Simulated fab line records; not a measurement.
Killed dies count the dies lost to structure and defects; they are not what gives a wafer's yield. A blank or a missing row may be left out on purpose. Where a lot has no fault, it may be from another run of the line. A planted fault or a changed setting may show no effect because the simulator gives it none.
fab line records || flow rit_cmos
record {"lots": 5, "wafers": 15, "last_day": 7}
route steps=202 shown REOX@100 NLDD@103 PLDD@114 SPACER@125
lots that met no fault: taken from a fault-free run of the same line
start_h: hours from the record's first day to the start of the lot's first wafer shown || wait_h: hours from the lot's prior step to this one || " repeats the value in the row above || L1.1+2: one row covering several wafers at once || - either no value or no given start || * or withheld: withheld || < > ~ a bound
route shown NAME@n: names a module that has steps shown in the file, with the first one's number in the route || usual: the fault-free wafers' mean and standard deviation || same: alike in all rows || chamber/n: place in a boat || sites: readings site by site || _std_site: standard deviation across them || _edge_site: mean of outer sites minus mean of inner sites || radius_mm: for every site, how far away it sits from the centre of the wafer || mask NAME#n: copy n || behind: the most recent tool/chamber to have shaped the wafer || hold: the reason the lot was held/the length of the hold in hours/how it ended || device: names the non-switching transistor (n, p or np) || end of line: tests run on the same wafers once the route is complete || for a step that has no rows: nothing shown but its recipe || killed: at the first sort, the dies lost to defects and structure; wafer yield is something else || map: shows each die of a wafer: x if killed, . if not, _ if none is there
set.NAME: the run value of the setting; set.NAME@STEP: its run value at that earlier step || model.NAME: the simulator's own value behind a step, which no gauge read
lots at selected steps of the route; one table per step, one row per wafer
services: when a tool's chamber went out of use (start_h, in hours from the record's first day, below 0 if earlier), for how many hours, and the reason
## steps
# step RIT_REOX_CLEAN_02
# recipe {"chemistry": "SC2", "mix": "3:3:50", "time_s": 600, "temp_c": 75, "dry": "n2_spin"}
# step RIT_REOX_OXIDATION_03
# recipe {"temp_c": 900, "ambient": "O2", "target_thk_a": 252, "ox_time_s": 5580}
# step RIT_REOX_THK_MEAS_04
# recipe {"reads": "SiO2_of_REOX_OXIDATION_03"}
# usual {"REOX_OXIDE_THK": "25.0/0.51"}
{"lot.wafer": "L798.2", "tool": "film_metro-01", "chamber": "-", "start_h": 55.67, "wait_h": 0.0, "REOX_OXIDE_THK[nm]": 25.6}
{"lot.wafer": "L798.3", "tool": "film_metro-01", "chamber": "-", "start_h": 55.67, "wait_h": 0.0, "REOX_OXIDE_THK[nm]": 25.2}
{"lot.wafer": "L798.4", "tool": "film_metro-01", "chamber": "-", "start_h": 55.67, "wait_h": 0.0, "REOX_OXIDE_THK[nm]": 25.4}
{"lot.wafer": "L806.1", "tool": "film_metro-01", "chamber": "-", "start_h": 94.60, "wait_h": 0.0, "REOX_OXIDE_THK[nm]": 24.8}
{"lot.wafer": "L806.4", "tool": "film_metro-01", "chamber": "-", "start_h": 94.60, "wait_h": 0.0, "REOX_OXIDE_THK[nm]": 24.7}
{"lot.wafer": "L806.5", "tool": "film_metro-01", "chamber": "-", "start_h": 94.60, "wait_h": 0.0, "REOX_OXIDE_THK[nm]": 24.6}
{"lot.wafer": "L808.2", "tool": "film_metro-03", "chamber": "-", "start_h": 105.19, "wait_h": 0.0, "REOX_OXIDE_THK[nm]": 24.8}
{"lot.wafer": "L808.3", "tool": "film_metro-03", "chamber": "-", "start_h": 105.19, "wait_h": 0.0, "REOX_OXIDE_THK[nm]": 25.3}
{"lot.wafer": "L808.5", "tool": "film_metro-03", "chamber": "-", "start_h": 105.19, "wait_h": 0.0, "REOX_OXIDE_THK[nm]": 24.8}
{"lot.wafer": "L809.1", "tool": "film_metro-01", "chamber": "-", "start_h": 107.73, "wait_h": 0.0, "REOX_OXIDE_THK[nm]": 25.2}
{"lot.wafer": "L809.2", "tool": "film_metro-01", "chamber": "-", "start_h": 107.73, "wait_h": 0.0, "REOX_OXIDE_THK[nm]": 24.8}
{"lot.wafer": "L809.3", "tool": "film_metro-01", "chamber": "-", "start_h": 107.73, "wait_h": 0.0, "REOX_OXIDE_THK[nm]": 25.2}
{"lot.wafer": "L819.1", "tool": "film_metro-04", "chamber": "-", "start_h": 161.55, "wait_h": 0.0, "REOX_OXIDE_THK[nm]": 25.5}
{"lot.wafer": "L819.4", "tool": "film_metro-04", "chamber": "-", "start_h": 161.55, "wait_h": 0.0, "REOX_OXIDE_THK[nm]": 25.4}
{"lot.wafer": "L819.5", "tool": "film_metro-04", "chamber": "-", "start_h": 161.55, "wait_h": 0.0, "REOX_OXIDE_THK[nm]": 25.4}
# step RIT_NLDD_HMDS_00
# recipe {"prime_time_s": 60, "prime_temp_c": 140}
# step RIT_NLDD_COAT_01
# recipe {"resist": "NOVOLAK", "spin_rpm": 3250, "resist_thk_nm": 1000}
# step RIT_NLDD_SOFTBAKE_02
# recipe {"resist": "NOVOLAK", "temp_c": 90, "time_s": 60}
# step RIT_NLDD_EXPOSE_03
# recipe {"mask_id": "M7", "na": 0.57, "target_cd_nm": 40700, "dose_mj": 250}
# step RIT_NLDD_PEB_04
# recipe {"resist": "NOVOLAK", "temp_c": "withheld", "time_s": "withheld"}
# step RIT_NLDD_DEVELOP_05
# recipe {"resist": "NOVOLAK", "develop_time_s": 50, "dev_temp_c": 23}
# step RIT_NLDD_OVL_MEAS_06
# usual {"NLDD_OVL": "-1.1/1.5"}
{"lot.wafer": "L798.2", "tool": "overlay-02", "chamber": "-", "start_h": 56.70, "wait_h": "-", "NLDD_OVL[nm]": 1.0}
{"lot.wafer": "L798.3", "tool": "overlay-02", "chamber": "-", "start_h": 56.70, "wait_h": "-", "NLDD_OVL[nm]": 0.6}
{"lot.wafer": "L798.4", "tool": "overlay-02", "chamber": "-", "start_h": 56.70, "wait_h": "-", "NLDD_OVL[nm]": -1.2}
{"lot.wafer": "L806.1", "tool": "overlay-02", "chamber": "-", "start_h": 95.51, "wait_h": "-", "NLDD_OVL[nm]": -2.0}
{"lot.wafer": "L806.4", "tool": "overlay-02", "chamber": "-", "start_h": 95.51, "wait_h": "-", "NLDD_OVL[nm]": -2.0}
{"lot.wafer": "L806.5", "tool": "overlay-02", "chamber": "-", "start_h": 95.51, "wait_h": "-", "NLDD_OVL[nm]": -0.9}
{"lot.wafer": "L808.2", "tool": "overlay-02", "chamber": "-", "start_h": 106.25, "wait_h": "-", "NLDD_OVL[nm]": -3.3}
{"lot.wafer": "L808.3", "tool": "overlay-02", "chamber": "-", "start_h": 106.25, "wait_h": "-", "NLDD_OVL[nm]": -2.2}
{"lot.wafer": "L808.5", "tool": "overlay-02", "chamber": "-", "start_h": 106.25, "wait_h": "-", "NLDD_OVL[nm]": -1.3}
{"lot.wafer": "L809.1", "tool": "overlay-01", "chamber": "-", "start_h": 108.77, "wait_h": "-", "NLDD_OVL[nm]": -1.4}
{"lot.wafer": "L809.2", "tool": "overlay-01", "chamber": "-", "start_h": 108.77, "wait_h": "-", "NLDD_OVL[nm]": -0.9}
{"lot.wafer": "L809.3", "tool": "overlay-01", "chamber": "-", "start_h": 108.77, "wait_h": "-", "NLDD_OVL[nm]": -2.2}
{"lot.wafer": "L819.1", "tool": "overlay-01", "chamber": "-", "start_h": 162.59, "wait_h": "-", "NLDD_OVL[nm]": -1.0}
{"lot.wafer": "L819.4", "tool": "overlay-01", "chamber": "-", "start_h": 162.59, "wait_h": "-", "NLDD_OVL[nm]": -2.6}
{"lot.wafer": "L819.5", "tool": "overlay-01", "chamber": "-", "start_h": 162.59, "wait_h": "-", "NLDD_OVL[nm]": -2.0}
# step RIT_NLDD_HARDBAKE_07
# recipe {"resist": "NOVOLAK", "temp_c": 140, "time_s": 60}
# step RIT_NLDD_IMPLANT_08
# recipe {"species": "P", "energy_kev": 20, "dose_cm2": 5e+14, "tilt_deg": 7}
# step RIT_NLDD_STRIP_09
# recipe {"chemistry": "O2", "time_s": 180, "resist": "NOVOLAK", "platen_temp_c": "withheld", "power_w": 500, "pressure_mtorr": 4000, "o2_flow_sccm": 4000}
# usual {"drypump_motor_current_A": "5.5/0.38", "run_length_s": "208.2/0.62"}
{"lot.wafer": "L798.2", "tool": "plasma_asher-03", "chamber": 0, "start_h": 57.03, "wait_h": 0.1, "drypump_motor_current_A": 5.2, "rf_hours_counter_h": 22, "run_length_s": 207.6, "model.NOVOLAK_of_NLDD_COAT_01.thk_nm": 0}
{"lot.wafer": "L798.3", "tool": "plasma_asher-03", "chamber": 1, "start_h": 57.03, "wait_h": 0.1, "drypump_motor_current_A": 5.4, "rf_hours_counter_h": "-", "run_length_s": 209.0, "model.NOVOLAK_of_NLDD_COAT_01.thk_nm": 0}
{"lot.wafer": "L798.4", "tool": "plasma_asher-03", "chamber": 0, "start_h": 57.03, "wait_h": 0.1, "drypump_motor_current_A": 5.2, "rf_hours_counter_h": "-", "run_length_s": 207.6, "model.NOVOLAK_of_NLDD_COAT_01.thk_nm": 0}
{"lot.wafer": "L806.1", "tool": "plasma_asher-03", "chamber": 0, "start_h": 95.85, "wait_h": 0.1, "drypump_motor_current_A": 5.2, "rf_hours_counter_h": 26, "run_length_s": 208.1, "model.NOVOLAK_of_NLDD_COAT_01.thk_nm": 0}
{"lot.wafer": "L806.4", "tool": "plasma_asher-03", "chamber": 1, "start_h": 95.85, "wait_h": 0.1, "drypump_motor_current_A": 5.4, "rf_hours_counter_h": "-", "run_length_s": 208.9, "model.NOVOLAK_of_NLDD_COAT_01.thk_nm": 0}
{"lot.wafer": "L806.5", "tool": "plasma_asher-03", "chamber": 1, "start_h": 95.85, "wait_h": 0.1, "drypump_motor_current_A": 5.4, "rf_hours_counter_h": "-", "run_length_s": 209.1, "model.NOVOLAK_of_NLDD_COAT_01.thk_nm": 0}
{"lot.wafer": "L808.2", "tool": "plasma_asher-04", "chamber": 1, "start_h": 106.58, "wait_h": 0.1, "drypump_motor_current_A": 6.0, "rf_hours_counter_h": 46, "run_length_s": 207.8, "model.NOVOLAK_of_NLDD_COAT_01.thk_nm": 0}
{"lot.wafer": "L808.3", "tool": "plasma_asher-04", "chamber": 1, "start_h": 106.58, "wait_h": 0.1, "drypump_motor_current_A": 6.0, "rf_hours_counter_h": "-", "run_length_s": 207.9, "model.NOVOLAK_of_NLDD_COAT_01.thk_nm": 0}
{"lot.wafer": "L808.5", "tool": "plasma_asher-04", "chamber": 0, "start_h": 106.58, "wait_h": 0.1, "drypump_motor_current_A": 5.3, "rf_hours_counter_h": "-", "run_length_s": 207.7, "model.NOVOLAK_of_NLDD_COAT_01.thk_nm": 0}
{"lot.wafer": "L809.1", "tool": "plasma_asher-04", "chamber": 0, "start_h": 109.25, "wait_h": 0.1, "drypump_motor_current_A": 5.3, "rf_hours_counter_h": 46, "run_length_s": 72.6, "model.NOVOLAK_of_NLDD_COAT_01.thk_nm": 153.4}
{"lot.wafer": "L809.2", "tool": "plasma_asher-04", "chamber": 1, "start_h": 109.25, "wait_h": 0.1, "drypump_motor_current_A": 6.1, "rf_hours_counter_h": 46, "run_length_s": 72.2, "model.NOVOLAK_of_NLDD_COAT_01.thk_nm": 152.9}
{"lot.wafer": "L809.3", "tool": "plasma_asher-04", "chamber": 1, "start_h": 109.25, "wait_h": 0.1, "drypump_motor_current_A": 6.0, "rf_hours_counter_h": "-", "run_length_s": 72.2, "model.NOVOLAK_of_NLDD_COAT_01.thk_nm": 153.9}
{"lot.wafer": "L819.1", "tool": "plasma_asher-02", "chamber": 0, "start_h": 162.92, "wait_h": 0.1, "drypump_motor_current_A": 6.2, "rf_hours_counter_h": 5, "run_length_s": 208.8, "model.NOVOLAK_of_NLDD_COAT_01.thk_nm": 0}
{"lot.wafer": "L819.4", "tool": "plasma_asher-02", "chamber": 1, "start_h": 162.92, "wait_h": 0.1, "drypump_motor_current_A": 5.2, "rf_hours_counter_h": "-", "run_length_s": 208.0, "model.NOVOLAK_of_NLDD_COAT_01.thk_nm": 0}
{"lot.wafer": "L819.5", "tool": "plasma_asher-02", "chamber": 0, "start_h": 162.92, "wait_h": 0.1, "drypump_motor_current_A": 6.2, "rf_hours_counter_h": "-", "run_length_s": 209.0, "model.NOVOLAK_of_NLDD_COAT_01.thk_nm": 0}
# step RIT_NLDD_TW_MEAS_10
# usual {"NLDD_TW": "2481/13"}
{"lot.wafer": "L798.2", "tool": "film_metro-02", "chamber": "-", "start_h": 57.22, "wait_h": 0.1, "NLDD_TW": 2493}
{"lot.wafer": "L798.3", "tool": "film_metro-02", "chamber": "-", "start_h": 57.22, "wait_h": 0.1, "NLDD_TW": 2486}
{"lot.wafer": "L798.4", "tool": "film_metro-02", "chamber": "-", "start_h": 57.22, "wait_h": 0.1, "NLDD_TW": 2488}
{"lot.wafer": "L806.1", "tool": "film_metro-01", "chamber": "-", "start_h": 96.02, "wait_h": 0.1, "NLDD_TW": 2486}
{"lot.wafer": "L806.4", "tool": "film_metro-01", "chamber": "-", "start_h": 96.02, "wait_h": 0.1, "NLDD_TW": 2495}
{"lot.wafer": "L806.5", "tool": "film_metro-01", "chamber": "-", "start_h": 96.02, "wait_h": 0.1, "NLDD_TW": 2483}
{"lot.wafer": "L808.2", "tool": "film_metro-02", "chamber": "-", "start_h": 106.77, "wait_h": 0.1, "NLDD_TW": 2502}
{"lot.wafer": "L808.3", "tool": "film_metro-02", "chamber": "-", "start_h": 106.77, "wait_h": 0.1, "NLDD_TW": 2492}
{"lot.wafer": "L808.5", "tool": "film_metro-02", "chamber": "-", "start_h": 106.77, "wait_h": 0.1, "NLDD_TW": 2500}
{"lot.wafer": "L809.1", "tool": "film_metro-04", "chamber": "-", "start_h": 109.43, "wait_h": 0.1, "NLDD_TW": 2492}
{"lot.wafer": "L809.2", "tool": "film_metro-04", "chamber": "-", "start_h": 109.43, "wait_h": 0.1, "NLDD_TW": 2491}
{"lot.wafer": "L809.3", "tool": "film_metro-04", "chamber": "-", "start_h": 109.43, "wait_h": 0.1, "NLDD_TW": 2488}
{"lot.wafer": "L819.1", "tool": "film_metro-01", "chamber": "-", "start_h": 163.10, "wait_h": 0.1, "NLDD_TW": 2455}
{"lot.wafer": "L819.4", "tool": "film_metro-01", "chamber": "-", "start_h": 163.10, "wait_h": 0.1, "NLDD_TW": 2456}
{"lot.wafer": "L819.5", "tool": "film_metro-01", "chamber": "-", "start_h": 163.10, "wait_h": 0.1, "NLDD_TW": 2468}
# step RIT_PLDD_HMDS_00
# recipe {"prime_time_s": 60, "prime_temp_c": 140}
# step RIT_PLDD_COAT_01
# recipe {"resist": "NOVOLAK", "spin_rpm": 3250, "resist_thk_nm": 1000}
# step RIT_PLDD_SOFTBAKE_02
# recipe {"resist": "NOVOLAK", "temp_c": 90, "time_s": 60}
# step RIT_PLDD_EXPOSE_03
# recipe {"mask_id": "M8", "na": 0.57, "target_cd_nm": 40900, "dose_mj": 250}
# step RIT_PLDD_PEB_04
# recipe {"resist": "NOVOLAK", "temp_c": "withheld", "time_s": "withheld"}
# step RIT_PLDD_DEVELOP_05
# recipe {"resist": "NOVOLAK", "develop_time_s": 50, "dev_temp_c": 23}
# step RIT_PLDD_OVL_MEAS_06
# usual {"PLDD_OVL": "0.4/1.4"}
{"lot.wafer": "L798.2", "tool": "overlay-01", "chamber": "-", "start_h": 58.37, "wait_h": "-", "PLDD_OVL[nm]": 0.0}
{"lot.wafer": "L798.3", "tool": "overlay-01", "chamber": "-", "start_h": 58.37, "wait_h": "-", "PLDD_OVL[nm]": 1.3}
{"lot.wafer": "L798.4", "tool": "overlay-01", "chamber": "-", "start_h": 58.37, "wait_h": "-", "PLDD_OVL[nm]": 0.5}
{"lot.wafer": "L806.1", "tool": "overlay-02", "chamber": "-", "start_h": 97.06, "wait_h": "-", "PLDD_OVL[nm]": -0.1}
{"lot.wafer": "L806.4", "tool": "overlay-02", "chamber": "-", "start_h": 97.06, "wait_h": "-", "PLDD_OVL[nm]": 0.0}
{"lot.wafer": "L806.5", "tool": "overlay-02", "chamber": "-", "start_h": 97.06, "wait_h": "-", "PLDD_OVL[nm]": -0.5}
{"lot.wafer": "L808.2", "tool": "overlay-01", "chamber": "-", "start_h": 107.67, "wait_h": "-", "PLDD_OVL[nm]": 1.4}
{"lot.wafer": "L808.3", "tool": "overlay-01", "chamber": "-", "start_h": 107.67, "wait_h": "-", "PLDD_OVL[nm]": 1.3}
{"lot.wafer": "L808.5", "tool": "overlay-01", "chamber": "-", "start_h": 107.67, "wait_h": "-", "PLDD_OVL[nm]": 2.6}
{"lot.wafer": "L809.1", "tool": "overlay-02", "chamber": "-", "start_h": 110.46, "wait_h": "-", "PLDD_OVL[nm]": 1.9}
{"lot.wafer": "L809.2", "tool": "overlay-02", "chamber": "-", "start_h": 110.46, "wait_h": "-", "PLDD_OVL[nm]": 2.1}
{"lot.wafer": "L809.3", "tool": "overlay-02", "chamber": "-", "start_h": 110.46, "wait_h": "-", "PLDD_OVL[nm]": 0.8}
{"lot.wafer": "L819.1", "tool": "overlay-02", "chamber": "-", "start_h": 164.01, "wait_h": "-", "PLDD_OVL[nm]": 2.0}
{"lot.wafer": "L819.4", "tool": "overlay-02", "chamber": "-", "start_h": 164.01, "wait_h": "-", "PLDD_OVL[nm]": -0.4}
{"lot.wafer": "L819.5", "tool": "overlay-02", "chamber": "-", "start_h": 164.01, "wait_h": "-", "PLDD_OVL[nm]": -0.1}
# step RIT_PLDD_HARDBAKE_07
# recipe {"resist": "NOVOLAK", "temp_c": 140, "time_s": 60}
# step RIT_PLDD_IMPLANT_08
# recipe {"species": "BF2", "energy_kev": 20, "dose_cm2": 9e+14, "tilt_deg": 7}
# step RIT_PLDD_STRIP_09
# recipe {"chemistry": "O2", "time_s": 180, "resist": "NOVOLAK", "platen_temp_c": "withheld", "power_w": 500, "pressure_mtorr": 4000, "o2_flow_sccm": 4000}
# usual {"drypump_motor_current_A": "5.5/0.42", "run_length_s": "208.3/0.55"}
{"lot.wafer": "L798.2", "tool": "plasma_asher-01", "chamber": 1, "start_h": 58.70, "wait_h": 0.1, "drypump_motor_current_A": 5.1, "rf_hours_counter_h": 45, "run_length_s": 209.2}
{"lot.wafer": "L798.3", "tool": "plasma_asher-01", "chamber": 1, "start_h": 58.70, "wait_h": 0.1, "drypump_motor_current_A": 5.1, "rf_hours_counter_h": "-", "run_length_s": 209.0}
{"lot.wafer": "L798.4", "tool": "plasma_asher-01", "chamber": 0, "start_h": 58.70, "wait_h": 0.1, "drypump_motor_current_A": 6.1, "rf_hours_counter_h": "-", "run_length_s": 208.0}
{"lot.wafer": "L806.1", "tool": "plasma_asher-03", "chamber": 0, "start_h": 97.40, "wait_h": 0.1, "drypump_motor_current_A": 5.1, "rf_hours_counter_h": 26, "run_length_s": 207.5}
{"lot.wafer": "L806.4", "tool": "plasma_asher-03", "chamber": 1, "start_h": 97.40, "wait_h": 0.1, "drypump_motor_current_A": 5.4, "rf_hours_counter_h": "-", "run_length_s": 209.4}
{"lot.wafer": "L806.5", "tool": "plasma_asher-03", "chamber": 0, "start_h": 97.40, "wait_h": 0.1, "drypump_motor_current_A": 5.1, "rf_hours_counter_h": "-", "run_length_s": 207.7}
{"lot.wafer": "L808.2", "tool": "plasma_asher-01", "chamber": 0, "start_h": 108.00, "wait_h": 0.1, "drypump_motor_current_A": 6.2, "rf_hours_counter_h": 50, "run_length_s": 208.0}
{"lot.wafer": "L808.3", "tool": "plasma_asher-01", "chamber": 1, "start_h": 108.00, "wait_h": 0.1, "drypump_motor_current_A": 5.1, "rf_hours_counter_h": "-", "run_length_s": 208.5}
{"lot.wafer": "L808.5", "tool": "plasma_asher-01", "chamber": 0, "start_h": 108.00, "wait_h": 0.1, "drypump_motor_current_A": 6.1, "rf_hours_counter_h": "-", "run_length_s": 208.1}
{"lot.wafer": "L809.1", "tool": "plasma_asher-01", "chamber": 0, "start_h": 110.80, "wait_h": 0.1, "drypump_motor_current_A": 6.1, "rf_hours_counter_h": 50, "run_length_s": 208.1}
{"lot.wafer": "L809.2", "tool": "plasma_asher-01", "chamber": 1, "start_h": 110.80, "wait_h": 0.1, "drypump_motor_current_A": 5.1, "rf_hours_counter_h": 50, "run_length_s": 209.0}
{"lot.wafer": "L809.3", "tool": "plasma_asher-01", "chamber": 0, "start_h": 110.80, "wait_h": 0.1, "drypump_motor_current_A": 6.1, "rf_hours_counter_h": "-", "run_length_s": 208.3}
{"lot.wafer": "L819.1", "tool": "plasma_asher-04", "chamber": 1, "start_h": 164.34, "wait_h": 0.1, "drypump_motor_current_A": 6.1, "rf_hours_counter_h": 52, "run_length_s": 207.9}
{"lot.wafer": "L819.4", "tool": "plasma_asher-04", "chamber": 1, "start_h": 164.34, "wait_h": 0.1, "drypump_motor_current_A": 6.1, "rf_hours_counter_h": "-", "run_length_s": 207.8}
{"lot.wafer": "L819.5", "tool": "plasma_asher-04", "chamber": 1, "start_h": 164.34, "wait_h": 0.1, "drypump_motor_current_A": 6.1, "rf_hours_counter_h": "-", "run_length_s": 207.7}
# step RIT_PLDD_TW_MEAS_10
# usual {"PLDD_TW": "2346/12"}
{"lot.wafer": "L798.2", "tool": "film_metro-02", "chamber": "-", "start_h": 58.88, "wait_h": 0.1, "PLDD_TW": 2345}
{"lot.wafer": "L798.3", "tool": "film_metro-02", "chamber": "-", "start_h": 58.88, "wait_h": 0.1, "PLDD_TW": 2335}
{"lot.wafer": "L798.4", "tool": "film_metro-02", "chamber": "-", "start_h": 58.88, "wait_h": 0.1, "PLDD_TW": 2347}
{"lot.wafer": "L806.1", "tool": "film_metro-01", "chamber": "-", "start_h": 97.57, "wait_h": 0.1, "PLDD_TW": 2360}
{"lot.wafer": "L806.4", "tool": "film_metro-01", "chamber": "-", "start_h": 97.57, "wait_h": 0.1, "PLDD_TW": 2366}
{"lot.wafer": "L806.5", "tool": "film_metro-01", "chamber": "-", "start_h": 97.57, "wait_h": 0.1, "PLDD_TW": 2344}
{"lot.wafer": "L808.2", "tool": "film_metro-01", "chamber": "-", "start_h": 108.19, "wait_h": 0.1, "PLDD_TW": 2361}
{"lot.wafer": "L808.3", "tool": "film_metro-01", "chamber": "-", "start_h": 108.19, "wait_h": 0.1, "PLDD_TW": 2358}
{"lot.wafer": "L808.5", "tool": "film_metro-01", "chamber": "-", "start_h": 108.19, "wait_h": 0.1, "PLDD_TW": 2358}
{"lot.wafer": "L809.1", "tool": "film_metro-02", "chamber": "-", "start_h": 110.97, "wait_h": 0.1, "PLDD_TW": 30}
{"lot.wafer": "L809.2", "tool": "film_metro-02", "chamber": "-", "start_h": 110.97, "wait_h": 0.1, "PLDD_TW": 30}
{"lot.wafer": "L809.3", "tool": "film_metro-02", "chamber": "-", "start_h": 110.97, "wait_h": 0.1, "PLDD_TW": 30}
{"lot.wafer": "L819.1", "tool": "film_metro-02", "chamber": "-", "start_h": 164.52, "wait_h": 0.1, "PLDD_TW": 2360}
{"lot.wafer": "L819.4", "tool": "film_metro-02", "chamber": "-", "start_h": 164.52, "wait_h": 0.1, "PLDD_TW": 2354}
{"lot.wafer": "L819.5", "tool": "film_metro-02", "chamber": "-", "start_h": 164.52, "wait_h": 0.1, "PLDD_TW": 2354}
# step RIT_SPACER_CLEAN_00
# recipe {"chemistry": "SC1", "mix": "3:3:50", "time_s": 600, "temp_c": 75}
## services
{"tool": "plasma_asher-04", "chamber": "-", "start_h": 66.74, "hours": 3.4, "kind": "repair"}
{"tool": "plasma_asher-03", "chamber": "-", "start_h": 107.98, "hours": 6.8, "kind": "repair"}
{"tool": "plasma_asher-02", "chamber": "-", "start_h": 108.75, "hours": 9.0, "kind": "pm"}
{"tool": "plasma_asher-02", "chamber": 0, "start_h": 108.75, "hours": 9.0, "kind": "vent_cycle"}
{"tool": "plasma_asher-02", "chamber": 1, "start_h": 108.75, "hours": 9.0, "kind": "vent_cycle"}
{"tool": "plasma_asher-02", "chamber": 0, "start_h": 117.75, "hours": "-", "kind": "clean"}
{"tool": "plasma_asher-02", "chamber": 1, "start_h": 117.75, "hours": "-", "kind": "clean"}
{"tool": "plasma_asher-04", "chamber": "-", "start_h": 155.19, "hours": 0.7, "kind": "repair"}
## key
first_sign {"step": "RIT_NLDD_STRIP_09", "reading": "run_length_s", "direction": "down", "sigmas": "99+", "usual": "*", "struck": "*"}
effect {"step": "RIT_PLDD_TW_MEAS_10", "reading": "PLDD_TW", "direction": "down", "sigmas": "99+", "usual": 2346, "struck": 30}
model_effect {"step": "RIT_NLDD_STRIP_09", "value": "NOVOLAK_of_NLDD_COAT_01.thk_nm", "without": 0, "struck": 153.4}
met_at RIT_NLDD_STRIP_09
struck_wafers L809.1,L809.2,L809.3
sort_left_out L809.1,L809.2,L809.3
tester_left_out L809
onset_between 106.58 109.25
fault {"kind": "strip_aborted", "tool": "plasma_asher-04", "chamber": "-", "onset_h": 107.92, "steps": "RIT_NLDD_STRIP_09", "offset": 0.6, "end_h": 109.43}
# tester_left_out: of these lots the tester's yield and bins aren't shown, on N5 and GAA mostly nor the transistor test; their killed dies are dies lost to structure and defects alone, not to doping, threshold or leakage, so they don't give the yield
# sort_left_out: the simulated sort isn't trusted on such a fault, so these wafers' sort isn't shown, and their yield isn't known
